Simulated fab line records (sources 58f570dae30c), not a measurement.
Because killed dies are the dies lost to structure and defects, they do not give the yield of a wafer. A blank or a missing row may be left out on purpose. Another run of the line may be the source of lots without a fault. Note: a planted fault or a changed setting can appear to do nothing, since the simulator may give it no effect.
Commonality check across tools ; flow berkeleyCmos170 ; Sample size 15 lots and 54 wafers

## WHAT PROMPTED THE OPENING
Of 15 lots, 3 have the reading SPACER_TEOS_THK flagged at UCB170_SPACER_THK_MEAS_01. No-fault wafers: 375 nm, standard deviation 5.2.
Rule: a lot gets a flag if all its wafers with a number sit over 4 standard deviations from that mean, or if no wafer of it has a number. The other lots count as sound.

lot;measured;on;SPACER_TEOS_THK (nm), wafer by wafer;flag
L123;day 7 09:36;filmMetro-04;371 370 379;
L124;day 7 10:08;filmMetro-04;373 385 382;
L127;day 7 15:46;filmMetro-04;370 375 376;
L125;day 7 16:00;filmMetro-03;377 385 381;
L126;day 7 18:02;filmMetro-04;369 378 376;
L128;day 9 05:17;filmMetro-02;366 375 376;
L130;day 9 08:12;filmMetro-02;374 374 375;
L129;day 9 08:41;filmMetro-04;374 384 381;
L137;day 10 03:53;filmMetro-04;380 381 384;
L136;day 10 10:52;filmMetro-02;326 321 328 326 321 328;FLAGGED
L139;day 10 23:11;filmMetro-02;327 328 331 327 328 331;FLAGGED
L142;day 11 12:45;filmMetro-02;371 376 379;
L140;day 11 13:14;filmMetro-02;320 325 332 321 324 332;FLAGGED
L143;day 11 13:28;filmMetro-03;371 368 375;
L146;day 12 09:48;filmMetro-02;376 379 373;
The mean of the flagged lots' numbers is 326 nm, -49 nm from the usual (-9 standard deviations).

## LOT BY LOT: THE TOOL USED
The record keeps 1 process step preceding the reading, out of 331 steps on the route. Cell contents, in order: the tool; ch with the chambers the sampled wafers went through; the start.
lot;flag;UCB170_SPACER_CVD_00
L123;;pecvd-02 ch 0,1,2, day 7 09:34
L124;;pecvd-01 ch 0,1,2, day 7 10:05
L127;;pecvd-01 ch 1,2, day 7 15:43
L125;;pecvd-03 ch 1,2, day 7 15:57
L126;;pecvd-03 ch 1,2, day 7 17:59
L128;;pecvd-02 ch 1,2, day 9 05:14
L130;;pecvd-03 ch 0,1, day 9 08:08
L129;;pecvd-02 ch 1,2, day 9 08:37
L137;;pecvd-01 ch 0,1,2, day 10 03:50
L136;FLAGGED;pecvd-03 ch 0,1, day 10 10:49
L139;FLAGGED;pecvd-03 ch 0,2, day 10 23:08
L142;;pecvd-02 ch 0,1,2, day 11 12:43
L140;FLAGGED;pecvd-03 ch 0,1, day 11 13:12
L143;;pecvd-02 ch 0,1, day 11 13:26
L146;;pecvd-01 ch 1,2, day 12 09:45
What the steps here do:
- UCB170_SPACER_CVD_00: deposits SiO2 from TEOS/O2, target thk 376 nm, time 47 s.
- UCB170_SPACER_THK_MEAS_01

## FLAGGED OVER TOTAL, TOOL BY TOOL (the gauges that took the reading come last)
step;tool;lots run;flagged;share of the flagged lots;sound lots run after its first flagged lot
UCB170_SPACER_CVD_00;pecvd-01;4;0;none;-
UCB170_SPACER_CVD_00;pecvd-02;5;0;none;-
UCB170_SPACER_CVD_00;pecvd-03;6;3;all;0
UCB170_SPACER_THK_MEAS_01;filmMetro-02;7;3;all;2 (L142,L146)
UCB170_SPACER_THK_MEAS_01;filmMetro-03;2;0;none;-
UCB170_SPACER_THK_MEAS_01;filmMetro-04;6;0;none;-

## WHAT THE TABLE PERMITS
Rows of the table that ran all the flagged lots, 2 in number: pecvd-03 at UCB170_SPACER_CVD_00; filmMetro-02 at UCB170_SPACER_THK_MEAS_01.
- pecvd-03 at UCB170_SPACER_CVD_00 ran 6 lots, 3 of them flagged. Last sound lot L130 at day 9 08:08, first flagged lot L136 at day 10 10:49; a fault beginning in between fits.
- filmMetro-02 at UCB170_SPACER_THK_MEAS_01 ran 7 lots, 3 of them flagged. Lots that were sound ran on it after the first flagged one (L142, L146); a persistent fault on the entire tool would not allow that.
One tool is left: pecvd-03 at UCB170_SPACER_CVD_00.

## WHAT HAD BEEN PUT IN BY THE SIMULATOR
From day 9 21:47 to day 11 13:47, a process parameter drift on pecvd-03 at UCB170_SPACER_CVD_00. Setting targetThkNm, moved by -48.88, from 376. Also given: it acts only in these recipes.
Shown lots that were struck: L136, L139, L140. The same result came from the rule above.
